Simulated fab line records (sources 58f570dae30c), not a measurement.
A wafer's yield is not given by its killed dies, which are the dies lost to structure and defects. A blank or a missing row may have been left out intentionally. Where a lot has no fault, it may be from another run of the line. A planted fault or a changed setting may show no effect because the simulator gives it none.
Chamber matching -- flow berkeley_cmos170 -- UCB170_M1_ETCH_11 on rie_diel-03: 4 sister chambers
The step etches BARC in N2/H2. 4 wafers are shown with their chamber, then 7 later ones without.

WAFERS PAIRED WITH THEIR CHAMBERS
wafer,chamber,throttle_valve_pct (%)
L598.3,1,13.18
L603.6,2,13.26
L605.1,3,13.63
L605.2,0,13.55

WAFERS WITH NO CHAMBER GIVEN
wafer,throttle_valve_pct (%)
L605.6,13.18
L608.2,13.65
L608.4,13.19
L608.6,13.66
L612.1,13.18
L612.2,13.24
L612.6,13.65

WHICH CHAMBER EACH WENT THROUGH
wafer,from the rows above,in truth
L605.6,1,1
L608.2,3,3
L608.4,1,1
L608.6,3,3
L612.1,1,1
L612.2,2,2
L612.6,3,3
Correctly placed: 7 of 7. Can't be placed from these rows: 0. Placed wrongly: 0.
How it was worked out, from the rows above alone: a wafer's distance from a chamber is the root of the sum, over the readings, of the square of ((its reading less the chamber's mean) divided by the reading's scatter). The wafer belongs to the nearest chamber; if the next one is less than 2 further off, it can't be placed. The mean given for a chamber averages the wafers shown for that chamber. The scatter: root of mean squared gap, hidden wafer to nearest shown wafer, with one shown wafer a chamber.
